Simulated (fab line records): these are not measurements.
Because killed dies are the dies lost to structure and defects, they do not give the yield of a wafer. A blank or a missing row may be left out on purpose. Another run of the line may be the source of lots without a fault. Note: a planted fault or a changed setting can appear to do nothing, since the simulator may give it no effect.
fab line records    flow berkeley_cmos170    part 1 of 2: steps 1 to 25 of 35
record lots=5  wafers=15  last_day=12
route steps=331 shown NLDD@163 SPACER@171 PSD@175 NSD@187
lots that met no fault: from a run of the same line without faults
start_h: hours from the record's opening day to when the first of the lot's shown wafers began    wait_h: time in hours since the lot's previous step    " repeats the value in the row above    L1.1+2: a single row standing in for several wafers    - no value present, or no start provided    * or withheld: withheld    < > ~ a bound
route shown NAME@n: NAME is a module with steps in the file, n the number in the route of the first one    usual: average and standard deviation across the fault-free wafers    same: alike in all rows    chamber/n: place in a boat    sites: the reading at each site    _std_site: how widely they spread, as a standard deviation    _edge_site: mean of outer sites minus mean of inner sites    radius_mm: for every site, how far away it sits from the centre of the wafer    mask NAME#n: copy n    behind: tool/chamber where the wafer was last shaped    hold: the reason the lot was held/the length of the hold in hours/how it ended    device: names the non-switching transistor (n, p or np)    end of line: the tests these same wafers got at the end of their route    a step without rows: its recipe alone    killed: not the wafer's yield, but the dies lost to structure and defects at the first sort    map: shows each die of a wafer: x if killed, . if not, _ if none is there
set.NAME: the setting as run; set.NAME@STEP: as run at that earlier step    model.NAME: the simulator's own value behind a step, which no gauge read
a table for each step, a row for each wafer; lots at some steps of the route
services: when a tool's chamber went out of use (start_h, in hours from the record's first day, below 0 if earlier), for how many hours, and the reason
## steps
# step UCB170_NLDD_DEVELOP_05
# recipe developer=TMAH  develop_time_s=45  resist=KrF  dev_temp_c=21
# usual developer_temp_C=20.99/0.12  exhaust_pa=44.9/0.87
lot.wafer  tool            chamber  start_h  wait_h  developer_temp_C  exhaust_pa
L076.3     litho_track-04  0        -        -       21.15             44.9
L076.4     "               0        "        "       21.16             43.1
L076.6     "               0        "        "       21.03             43.4
L083.2     litho_track-02  0        -        -       20.89             45.6
L083.3     "               0        "        "       21.00             45.8
L083.4     "               0        "        "       21.12             45.4
L082.1     litho_track-03  0        -        -       20.73             44.7
L082.3     "               0        "        "       20.70             44.8
L082.4     "               0        "        "       20.68             45.5
L084.1     litho_track-02  0        -        -       21.04             46.0
L084.4     "               0        "        "       20.99             44.2
L084.5     "               0        "        "       21.02             45.0
L093.1     litho_track-02  0        -        -       20.94             44.2
L093.2     "               0        "        "       21.03             46.6
L093.5     "               0        "        "       20.92             45.7
# step UCB170_NLDD_CD_MEAS_06
# recipe target_cd_nm=1200
# usual cd_nm=1199.8/1.4
lot.wafer  tool       chamber  start_h  wait_h  cd_nm
L076.3     cd_sem-02  -        172.96   -       1199.5
L076.4     "          -        "        "       1200.2
L076.6     "          -        "        "       1199.4
L083.2     cd_sem-02  -        205.68   -       1201.9
L083.3     "          -        "        "       1202.4
L083.4     "          -        "        "       1203.2
L082.1     cd_sem-01  -        207.08   -       1201.2
L082.3     "          -        "        "       1199.6
L082.4     "          -        "        "       1199.6
L084.1     cd_sem-02  -        207.83   -       1197.6
L084.4     "          -        "        "       1197.7
L084.5     "          -        "        "       1197.8
L093.1     cd_sem-02  -        249.03   -       1196.8
L093.2     "          -        "        "       1197.3
L093.5     "          -        "        "       1198.2
# step UCB170_NLDD_OVL_MEAS_07
# usual NLDD_OVL=-2/5.5
lot.wafer  tool        chamber  start_h  wait_h  NLDD_OVL[nm]
L076.3     overlay-02  -        173.05   0.1     2
L076.4     "           -        "        "       3
L076.6     "           -        "        "       -2
L083.2     overlay-01  -        205.78   0.1     1
L083.3     "           -        "        "       3
L083.4     "           -        "        "       0
L082.1     overlay-01  -        207.20   0.1     2
L082.3     "           -        "        "       3
L082.4     "           -        "        "       4
L084.1     overlay-01  -        207.95   0.1     -7
L084.4     "           -        "        "       -10
L084.5     "           -        "        "       -8
L093.1     overlay-02  -        249.15   0.1     -2
L093.2     "           -        "        "       -7
L093.5     "           -        "        "       1
# step UCB170_NLDD_IMPLANT_08
# recipe species=As  dose_cm2=5e+13  energy_kev=30  tilt_deg=7  rotation_deg=0
lot.wafer   tool          chamber  start_h  wait_h
L076.3+4+6  implanter-04  0        173.13   0.1
L083.2+3+4  implanter-03  0        205.84   0.0
L082.1+3+4  implanter-03  0        207.23   0.0
L084.1+4+5  implanter-03  0        207.99   0.0
L093.1+2+5  implanter-03  0        249.19   0.0
# step UCB170_NLDD_IMPLANT_09
# recipe species=As  dose_cm2=5e+13  energy_kev=30  tilt_deg=7  rotation_deg=180
lot.wafer   tool          chamber  start_h  wait_h
L076.3+4+6  implanter-04  0        173.28   0.1
L083.2+3+4  implanter-03  0        205.99   0.1
L082.1+3+4  implanter-03  0        207.38   0.1
L084.1+4+5  implanter-03  0        208.14   0.1
L093.1+2+5  implanter-03  0        249.34   0.1
# step UCB170_NLDD_STRIP_10
# recipe chemistry=O2  power_w=400  pressure_mtorr=3500  platen_temp_c=withheld  o2_flow_sccm=400  overash_fraction=0.5
# usual drypump_motor_current_A=5.8/0.42  oes_product_au=0.734/0.0048  strip_time_to_endpoint_s=21.64/0.058
lot.wafer  tool             chamber  start_h  wait_h  drypump_motor_current_A  oes_product_au  rf_hours_counter_h  strip_time_to_endpoint_s
L076.3     plasma_asher-03  0        173.41   0.1     6.2                      0.737           -                   21.61
L076.4     "                1        "        "       5.8                      0.728           -                   21.59
L076.6     "                1        "        "       5.8                      0.733           -                   21.66
L083.2     plasma_asher-03  0        206.11   0.1     6.2                      0.728           8                   21.63
L083.3     "                1        "        "       5.8                      0.744           -                   21.54
L083.4     "                0        "        "       6.2                      0.738           -                   21.58
L082.1     plasma_asher-02  0        207.53   0.1     6.3                      0.734           52                  21.70
L082.3     "                0        "        "       6.4                      0.738           -                   21.61
L082.4     "                1        "        "       6.0                      0.737           -                   21.68
L084.1     plasma_asher-02  1        208.29   0.1     6.1                      0.738           52                  21.73
L084.4     "                1        "        "       6.1                      0.728           -                   21.64
L084.5     "                0        "        "       6.4                      0.732           -                   21.66
L093.1     plasma_asher-02  0        249.49   0.1     6.4                      0.730           57                  21.63
L093.2     "                1        "        "       6.1                      0.738           57                  21.64
L093.5     "                1        "        "       6.1                      0.732           -                   21.70
# step UCB170_NLDD_TW_MEAS_11
# usual NLDD_TW=2231/11
lot.wafer  tool           chamber  start_h  wait_h  NLDD_TW
L076.3     film_metro-02  -        173.50   0.1     2216
L076.4     "              -        "        "       2219
L076.6     "              -        "        "       2216
L083.2     film_metro-01  -        206.22   0.1     2242
L083.3     "              -        "        "       2250
L083.4     "              -        "        "       2239
L082.1     film_metro-03  -        207.63   0.1     2217
L082.3     "              -        "        "       2218
L082.4     "              -        "        "       2224
L084.1     film_metro-02  -        208.39   0.1     2214
L084.4     "              -        "        "       2222
L084.5     "              -        "        "       2208
L093.1     film_metro-02  -        249.59   0.1     2229
L093.2     "              -        "        "       2236
L093.5     "              -        "        "       2225
# step UCB170_NLDD_CLEAN_12
# recipe chemistry=SPM  temp_c=120  time_s=600
# usual bath_guard_temp_C=120.2/0.4  temp_c=119.99/0.14
lot.wafer  tool          chamber  start_h  wait_h  bath_guard_temp_C  temp_c
L076.3     wet_bench-04  3        173.54   0.0     120.7              120.14
L076.4     "             3        "        "       120.7              119.97
L076.6     "             3        "        "       120.8              119.81
L083.2     wet_bench-04  0        206.27   0.0     119.8              120.09
L083.3     "             0        "        "       119.9              119.64
L083.4     "             0        "        "       120.2              119.91
L082.1     wet_bench-04  2        207.69   0.1     120.0              119.97
L082.3     "             2        "        "       120.0              120.09
L082.4     "             2        "        "       120.1              120.03
L084.1     wet_bench-04  2        208.45   0.1     119.8              119.88
L084.4     "             2        "        "       120.1              120.09
L084.5     "             2        "        "       120.6              120.08
L093.1     wet_bench-04  0        249.92   0.3     119.9              120.19
L093.2     "             0        "        "       120.3              120.27
L093.5     "             0        "        "       120.1              119.99
# step UCB170_SPACER_CVD_00
# recipe material=SiO2  target_thk_nm=376  temp_c=390  precursor=TEOS/O2  time_s=47  rf_w=550  pressure_mtorr=9000
# usual heater_power_w=253/42  susceptor_temp_C=390.00/0.22
lot.wafer  tool      chamber  start_h  wait_h  heater_power_w  susceptor_temp_C
L076.3     pecvd-02  1        173.73   0.0     304             390.08
L076.4     "         0        "        "       196             389.63
L076.6     "         2        "        "       259             389.74
L083.2     pecvd-02  1        206.47   0.0     288             390.27
L083.3     "         0        "        "       193             390.20
L083.4     "         0        "        "       212             390.25
L082.1     pecvd-04  0        207.88   0.0     261             390.11
L082.3     "         2        "        "       255             389.79
L082.4     "         0        "        "       271             389.97
L084.1     pecvd-04  0        208.66   0.0     273             390.67
L084.4     "         1        "        "       264             390.12
L084.5     "         0        "        "       284             390.42
L093.1     pecvd-02  0        250.09   0.0     240             390.00
L093.2     "         2        "        "       315             389.88
L093.5     "         0        "        "       157             390.16
# step UCB170_SPACER_THK_MEAS_01
# recipe reads=SiO2_of_SPACER_CVD_00
# usual SPACER_TEOS_THK=376/5.9
lot.wafer  tool           chamber  start_h  wait_h  SPACER_TEOS_THK[nm]
L076.3     film_metro-04  -        173.79   0.0     369
L076.4     "              -        "        "       377
L076.6     "              -        "        "       381
L083.2     film_metro-03  -        206.52   0.0     375
L083.3     "              -        "        "       380
L083.4     "              -        "        "       382
L082.1     film_metro-01  -        207.93   0.0     375
L082.3     "              -        "        "       379
L082.4     "              -        "        "       382
L084.1     film_metro-01  -        208.70   0.0     375
L084.4     "              -        "        "       375
L084.5     "              -        "        "       384
L093.1     film_metro-01  -        250.14   0.0     371
L093.2     "              -        "        "       375
L093.5     "              -        "        "       379
# step UCB170_SPACER_ANNEAL_02
# recipe temp_c=900  time_s=1800  ambient=N2
lot.wafer   tool        chamber  start_h  wait_h
L076.3+4+6  furnace-04  0        176.40   2.6
L082.1+3+4  furnace-01  0        209.66   1.7
L083.2+3+4  furnace-01  0        209.66   3.1
L084.1+4+5  furnace-01  0        209.66   1.0
L093.1+2+5  furnace-01  0        252.10   2.0
# step UCB170_SPACER_ETCHBACK_03
# recipe stop_on=Si  target=SiO2  chemistry=CHF3/CF4/Ar  CHF3_flow_sccm=50  cf4_flow_sccm=10  Ar_flow_sccm=120  pressure_mtorr=200  rf_w=500  target_depth_a=3760  time_s=100
# usual drypump_motor_current_A=5.4/0.47  oes_product_au=0.893/0.017  throttle_valve_pct=6.49/0.1
lot.wafer  tool         chamber  start_h  wait_h  drypump_motor_current_A  oes_product_au  rf_hours_counter_h  throttle_valve_pct
L076.3     rie_diel-01  1        177.90   0.0     4.9                      0.875           135                 6.41
L076.4     "            2        "        "       5.9                      0.922           117                 6.56
L076.6     "            1        "        "       4.9                      0.896           -                   6.40
L082.1     rie_diel-01  3        211.16   0.0     5.1                      0.905           9                   6.70
L082.3     "            1        "        "       4.9                      0.897           137                 6.42
L082.4     "            3        "        "       5.1                      0.906           -                   6.71
L083.2     rie_diel-04  0        211.16   0.0     5.0                      0.889           1                   6.47
L083.3     "            3        "        "       5.3                      0.876           27                  6.56
L083.4     "            2        "        "       5.0                      0.888           135                 6.44
L084.1     rie_diel-01  1        211.24   0.1     4.9                      0.876           137                 6.43
L084.4     "            1        "        "       4.9                      0.879           -                   6.42
L084.5     "            2        "        "       5.8                      0.936           -                   6.57
L093.1     rie_diel-04  3        253.60   0.0     5.3                      0.863           29                  6.56
L093.2     "            1        "        "       5.3                      0.889           109                 6.48
L093.5     "            1        "        "       5.3                      0.888           -                   6.50
# step UCB170_PSD_HMDS_00
# recipe prime_time_s=60  prime_temp_c=100
# usual exhaust_pa=45.1/0.9
lot.wafer  tool            chamber  start_h  wait_h  exhaust_pa
L076.3     litho_track-01  0        179.08   1.1     45.1
L076.4     "               0        "        "       45.9
L076.6     "               0        "        "       47.0
L083.2     litho_track-02  0        211.26   0.1     45.3
L083.3     "               0        "        "       45.0
L083.4     "               0        "        "       43.6
L082.1     litho_track-01  0        211.59   0.4     45.2
L082.3     "               0        "        "       44.6
L082.4     "               0        "        "       44.6
L084.1     litho_track-01  0        212.04   0.8     45.9
L084.4     "               0        "        "       43.9
L084.5     "               0        "        "       43.3
L093.1     litho_track-01  0        254.04   0.4     44.2
L093.2     "               0        "        "       44.8
L093.5     "               0        "        "       46.5
# step UCB170_PSD_COAT_01
# recipe resist=KrF  spin_rpm=1500  resist_thk_nm=900
# usual dispense_pressure_kPa=52.6/0.88  exhaust_pa=44.7/0.77
lot.wafer  tool            chamber  start_h  wait_h  dispense_pressure_kPa  exhaust_pa
L076.3     litho_track-01  0        179.23   0.1     52.6                   44.1
L076.4     "               0        "        "       52.6                   44.8
L076.6     "               0        "        "       52.6                   43.7
L083.2     litho_track-02  0        211.41   0.1     53.7                   45.6
L083.3     "               0        "        "       53.8                   45.7
L083.4     "               0        "        "       53.7                   45.3
L082.1     litho_track-01  0        211.74   0.1     52.6                   42.9
L082.3     "               0        "        "       52.6                   43.5
L082.4     "               0        "        "       52.6                   45.1
L084.1     litho_track-01  0        212.19   0.1     52.5                   45.0
L084.4     "               0        "        "       52.6                   44.3
L084.5     "               0        "        "       52.5                   45.7
L093.1     litho_track-01  0        254.19   0.1     52.6                   44.8
L093.2     "               0        "        "       52.6                   45.2
L093.5     "               0        "        "       52.6                   46.1
# step UCB170_PSD_SOFTBAKE_02
# recipe resist=KrF  temp_c=130  time_s=60
# usual exhaust_pa=44.9/0.83
lot.wafer  tool            chamber  start_h  wait_h  exhaust_pa
L076.3     litho_track-01  0        179.38   0.1     45.9
L076.4     "               0        "        "       44.8
L076.6     "               0        "        "       46.1
L083.2     litho_track-02  0        211.56   0.1     46.1
L083.3     "               0        "        "       45.0
L083.4     "               0        "        "       44.6
L082.1     litho_track-01  0        211.89   0.1     45.0
L082.3     "               0        "        "       45.1
L082.4     "               0        "        "       45.9
L084.1     litho_track-01  0        212.34   0.1     45.3
L084.4     "               0        "        "       44.6
L084.5     "               0        "        "       44.4
L093.1     litho_track-01  0        254.34   0.1     44.9
L093.2     "               0        "        "       44.0
L093.5     "               0        "        "       45.6
# step UCB170_PSD_EXPOSE_03
# recipe mask_id=PSELECT_MOD  na=0.5  sigma_outer=0.6  source_shape=conventional  target_cd_nm=1200  dose_mj=30
# usual exposure_dose_mJ_cm2=29.98/0.035
lot.wafer  tool            chamber  start_h  wait_h  mask           exposure_dose_mJ_cm2
L076.3     krf_scanner-01  0        179.65   0.2     PSELECT_MOD#0  29.95
L076.4     "               0        "        "       PSELECT_MOD#0  29.96
L076.6     "               0        "        "       PSELECT_MOD#0  29.99
L083.2     krf_scanner-01  0        211.83   0.2     PSELECT_MOD#0  29.98
L083.3     "               0        "        "       PSELECT_MOD#0  29.94
L083.4     "               0        "        "       PSELECT_MOD#0  29.97
L082.1     krf_scanner-02  0        212.17   0.3     PSELECT_MOD#0  30.04
L082.3     "               0        "        "       PSELECT_MOD#0  30.02
L082.4     "               0        "        "       PSELECT_MOD#0  29.99
L084.1     krf_scanner-02  0        212.77   0.4     PSELECT_MOD#0  30.02
L084.4     "               0        "        "       PSELECT_MOD#0  29.99
L084.5     "               0        "        "       PSELECT_MOD#0  30.02
L093.1     krf_scanner-02  0        254.90   0.5     PSELECT_MOD#0  29.97
L093.2     "               0        "        "       PSELECT_MOD#0  29.99
L093.5     "               0        "        "       PSELECT_MOD#0  30.02
# step UCB170_PSD_PEB_04
# recipe peb_temp_c=130  peb_time_s=withheld  resist=KrF
# usual exhaust_pa=45.1/0.88
lot.wafer  tool            chamber  start_h  wait_h  exhaust_pa
L076.3     litho_track-02  0        180.59   0.9     45.4
L076.4     "               0        "        "       45.3
L076.6     "               0        "        "       46.7
L083.2     litho_track-02  0        212.16   0.3     44.9
L083.3     "               0        "        "       44.3
L083.4     "               0        "        "       44.6
L082.1     litho_track-01  0        212.49   0.3     45.6
L082.3     "               0        "        "       44.1
L082.4     "               0        "        "       45.7
L084.1     litho_track-03  0        212.89   0.1     45.3
L084.4     "               0        "        "       46.0
L084.5     "               0        "        "       45.4
L093.1     litho_track-03  0        255.31   0.4     45.5
L093.2     "               0        "        "       45.9
L093.5     "               0        "        "       46.1
# step UCB170_PSD_DEVELOP_05
# recipe developer=TMAH  develop_time_s=45  resist=KrF  dev_temp_c=21
# usual developer_temp_C=21.02/0.1  exhaust_pa=44.9/1
lot.wafer  tool            chamber  start_h  wait_h  developer_temp_C  exhaust_pa
L076.3     litho_track-02  0        -        -       21.17             46.4
L076.4     "               0        "        "       21.06             45.3
L076.6     "               0        "        "       21.08             44.4
L083.2     litho_track-02  0        -        -       21.13             43.4
L083.3     "               0        "        "       20.95             44.4
L083.4     "               0        "        "       20.99             44.3
L082.1     litho_track-01  0        -        -       21.05             45.2
L082.3     "               0        "        "       20.85             45.0
L082.4     "               0        "        "       20.87             44.5
L084.1     litho_track-03  0        -        -       20.89             45.9
L084.4     "               0        "        "       21.02             44.4
L084.5     "               0        "        "       21.07             45.3
L093.1     litho_track-03  0        -        -       21.17             44.6
L093.2     "               0        "        "       20.97             44.6
L093.5     "               0        "        "       21.12             45.0
# step UCB170_PSD_CD_MEAS_06
# recipe target_cd_nm=1200
# usual cd_nm=1200.2/1.1
lot.wafer  tool       chamber  start_h  wait_h  cd_nm
L076.3     cd_sem-02  -        180.86   -       1200.9
L076.4     "          -        "        "       1199.5
L076.6     "          -        "        "       1198.8
L083.2     cd_sem-02  -        212.43   -       1200.1
L083.3     "          -        "        "       1200.2
L083.4     "          -        "        "       1199.0
L082.1     cd_sem-01  -        212.76   -       1199.4
L082.3     "          -        "        "       1200.1
L082.4     "          -        "        "       1198.5
L084.1     cd_sem-02  -        213.16   -       1201.3
L084.4     "          -        "        "       1201.5
L084.5     "          -        "        "       1202.3
L093.1     cd_sem-01  -        255.65   -       1199.7
L093.2     "          -        "        "       1201.4
L093.5     "          -        "        "       1201.6
# step UCB170_PSD_OVL_MEAS_07
# usual PSD_OVL=3/4.9
lot.wafer  tool        chamber  start_h  wait_h  PSD_OVL[nm]
L076.3     overlay-02  -        180.95   0.1     7
L076.4     "           -        "        "       3
L076.6     "           -        "        "       1
L083.2     overlay-02  -        212.54   0.1     8
L083.3     "           -        "        "       4
L083.4     "           -        "        "       3
L082.1     overlay-02  -        212.88   0.1     -8
L082.3     "           -        "        "       3
L082.4     "           -        "        "       2
L084.1     overlay-02  -        213.28   0.1     -3
L084.4     "           -        "        "       -7
L084.5     "           -        "        "       7
L093.1     overlay-01  -        255.77   0.1     1
L093.2     "           -        "        "       -1
L093.5     "           -        "        "       0
# step UCB170_PSD_IMPLANT_08
# recipe species=B  dose_cm2=3e+15  energy_kev=20  tilt_deg=7
lot.wafer   tool          chamber  start_h  wait_h
L076.3+4+6  implanter-01  0        181.02   0.1
L083.2+3+4  implanter-04  0        212.59   0.0
L082.1+3+4  implanter-01  0        212.92   0.0
L084.1+4+5  implanter-01  0        213.32   0.0
L093.1+2+5  implanter-04  0        255.81   0.0
# step UCB170_PSD_STRIP_09
# recipe chemistry=O2  power_w=400  pressure_mtorr=3500  platen_temp_c=withheld  o2_flow_sccm=400  overash_fraction=0.5
# usual drypump_motor_current_A=5.7/0.41  oes_product_au=0.600/0.0048  strip_time_to_endpoint_s=29.40/0.062
lot.wafer  tool             chamber  start_h  wait_h  drypump_motor_current_A  oes_product_au  rf_hours_counter_h  strip_time_to_endpoint_s
L076.3     plasma_asher-03  1        181.15   0.1     5.8                      0.593           -                   29.45
L076.4     "                0        "        "       6.2                      0.600           -                   29.45
L076.6     "                1        "        "       5.8                      0.601           -                   29.43
L083.2     plasma_asher-03  0        212.72   0.1     6.2                      0.596           9                   29.35
L083.3     "                1        "        "       5.8                      0.599           -                   29.28
L083.4     "                0        "        "       6.2                      0.602           -                   29.29
L082.1     plasma_asher-01  1        213.07   0.1     6.4                      0.598           46                  29.46
L082.3     "                0        "        "       5.6                      0.603           -                   29.49
L082.4     "                1        "        "       6.4                      0.602           -                   29.44
L084.1     plasma_asher-01  0        213.47   0.1     5.6                      0.598           46                  29.44
L084.4     "                1        "        "       6.4                      0.599           -                   29.42
L084.5     "                0        "        "       5.6                      0.595           -                   29.45
L093.1     plasma_asher-01  1        255.96   0.1     6.4                      0.593           51                  29.37
L093.2     "                0        "        "       5.6                      0.589           51                  29.39
L093.5     "                0        "        "       5.6                      0.600           -                   29.39
# step UCB170_PSD_TW_MEAS_10
# usual PSD_TW=2341/11
lot.wafer  tool           chamber  start_h  wait_h  PSD_TW
L076.3     film_metro-03  -        181.24   0.1     2341
L076.4     "              -        "        "       2344
L076.6     "              -        "        "       2336
L083.2     film_metro-03  -        212.83   0.1     2329
L083.3     "              -        "        "       2321
L083.4     "              -        "        "       2343
L082.1     film_metro-02  -        213.17   0.1     2332
L082.3     "              -        "        "       2316
L082.4     "              -        "        "       2334
L084.1     film_metro-02  -        213.57   0.1     2335
L084.4     "              -        "        "       2330
L084.5     "              -        "        "       2343
L093.1     film_metro-03  -        256.06   0.1     2331
L093.2     "              -        "        "       2336
L093.5     "              -        "        "       2326
# step UCB170_PSD_CLEAN_11
# recipe chemistry=SPM  temp_c=120  time_s=600
# usual bath_guard_temp_C=120.2/0.44  temp_c=119.99/0.13
lot.wafer  tool          chamber  start_h  wait_h  bath_guard_temp_C  temp_c
L076.3     wet_bench-03  3        181.35   0.1     120.5              120.00
L076.4     "             3        "        "       120.6              119.85
L076.6     "             3        "        "       120.7              119.92
L082.1     wet_bench-01  0        213.66   0.5     120.0              119.66
L082.3     "             0        "        "       120.0              119.85
L082.4     "             0        "        "       120.4              119.80
L083.2     wet_bench-01  2        213.66   0.8     119.7              119.98
L083.3     "             2        "        "       120.0              120.00
L083.4     "             2        "        "       120.0              119.80
L084.1     wet_bench-01  3        213.83   0.3     120.1              119.78
L084.4     "             3        "        "       120.3              119.82
L084.5     "             3        "        "       120.5              119.96
L093.1     wet_bench-01  2        256.12   0.1     120.1              119.95
L093.2     "             2        "        "       120.2              119.86
L093.5     "             2        "        "       119.9              119.97
# step UCB170_NSD_HMDS_00
# recipe prime_time_s=60  prime_temp_c=100
# usual exhaust_pa=45.0/0.88
lot.wafer  tool            chamber  start_h  wait_h  exhaust_pa
L076.3     litho_track-01  0        182.26   0.7     44.6
L076.4     "               0        "        "       44.0
L076.6     "               0        "        "       44.2
L083.2     litho_track-02  0        213.86   0.0     45.4
L083.3     "               0        "        "       45.4
L083.4     "               0        "        "       44.8
L082.1     litho_track-01  0        214.20   0.4     43.8
L082.3     "               0        "        "       43.6
L082.4     "               0        "        "       44.6
L084.1     litho_track-01  0        214.65   0.6     43.4
L084.4     "               0        "        "       44.3
L084.5     "               0        "        "       45.5
L093.1     litho_track-02  0        256.46   0.2     46.4
L093.2     "               0        "        "       44.6
L093.5     "               0        "        "       46.1
